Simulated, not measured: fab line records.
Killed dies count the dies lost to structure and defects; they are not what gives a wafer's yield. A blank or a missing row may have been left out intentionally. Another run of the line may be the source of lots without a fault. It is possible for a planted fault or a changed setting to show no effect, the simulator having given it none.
Struck lot and sound lot, side by side :: flow berkeley cmos170 :: 16 steps out of a route of 331
Sound: wafers L552.3, L552.4, L552.6. Struck: wafers L573.3, L573.5, L573.6. The cause comes at the end.
Per side, at each step with rows, come the tool, then ch with its chambers, and then its first start. Under that, the readings that differ: sound wafers :: struck wafers :: difference of the means :: sigmas: that difference in standard deviations of wafers without a fault.
alike: a reading whose means differ by less than 2 such deviations, as well as words and numbers matching on both sides. not compared: withheld readings; readings where some wafer has no value; bounds like >300 that might hide an equal value; numbers whose values overlap and for which the record gives no deviation.
Wherever a step has rows on one side only, a row that says differs or no value, or a row with sigmas, the two part there. Non-overlapping numbers with no deviation appear without sigmas and do not part them. A reading missing from all wafers of one side parts the sides only when that side holds two or more wafers.

first, 2 steps without rows for these wafers: UCB170_M2_COAT_05 (resist thk 900 nm); UCB170_M2_SOFTBAKE_06 (time 60 s).
UCB170_M2_STRIP_07: strips in O2.
  sound on plasma asher-03 ch 0,1, day 7 22:20; struck on plasma asher-01 ch 0,1, day 11 19:13
  alike: drypump motor current A, oes product au, strip time to endpoint s
  not compared: rf hours counter h
then, 7 steps without rows for these wafers: UCB170_M2_STRIP_08 (strips KrF in DMSO, time 600 s); UCB170_M2_COAT_09; UCB170_M2_COAT_10 (resist thk 900 nm); UCB170_M2_SOFTBAKE_11 (time 60 s); UCB170_M2_EXPOSE_12 (exposes mask METAL2, target cd 700 nm); UCB170_M2_PEB_13; UCB170_M2_DEVELOP_14 (develop time 45 s).
UCB170_M2_CD_MEAS_15 targets a cd of 700 nm.
  struck on cd sem-02, day 11 20:20; sound on cd sem-02, day 8 00:30
  alike: cd nm
UCB170_M2_OVL_MEAS_16:
  struck on overlay-01, day 11 20:25; sound on overlay-01, day 8 00:35
  alike: M2_OVL
UCB170_M2_ETCH_17: etches BARC in N2/H2.
  sound on rie diel-04 ch 0,3, day 8 00:37; struck on rie diel-04 ch 0,1,2, day 11 20:27
  no value came back on the struck wafers for any of 5 readings (bias w (W), chamber pressure mTorr (mTorr) and others); on the sound wafers bias w (W) reads 99.5 100.2 100.0
UCB170_M2_METAL_ETCH_18: etches Al in Cl2/BCl3, stops on SiO2, target depth 1170 nm, time 195 s.
  sound on rie metal-03 ch 0, day 8 00:47; struck on rie metal-03 ch 0, day 11 20:37
reading: oes product au (a.u.)
sound: 0.864 0.868 0.863
struck: 0.372 0.379 0.375
difference: -0.490
sigmas: -54
  alike: bcl3 flow sccm, bias w, drypump motor current A, throttle valve pct
  not compared: rf hours counter h
UCB170_M2_STRIP_19: strips in O2.
  sound on plasma asher-01 ch 0,1, day 8 01:04; struck on plasma asher-01 ch 0,1, day 11 20:54
  alike: drypump motor current A, oes product au
  not compared: rf hours counter h
UCB170_M2_CD_MEAS_90 targets a cd of 700 nm.
  struck on cd sem-02, day 11 21:00; sound on cd sem-01, day 8 01:10
reading: cd nm (nm)
sound: 697 695 695
struck: - - -
difference: no value on the struck wafers
sigmas: 

## WHERE THEY PART
At UCB170_M2_ETCH_17 first; at UCB170_M2_CD_MEAS_90 last (within this record only).

WHY: what had been put in by the simulator
Skipped step whole: rie diel-04, from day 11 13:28 on, at UCB170_M2_ETCH_17. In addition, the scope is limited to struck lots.
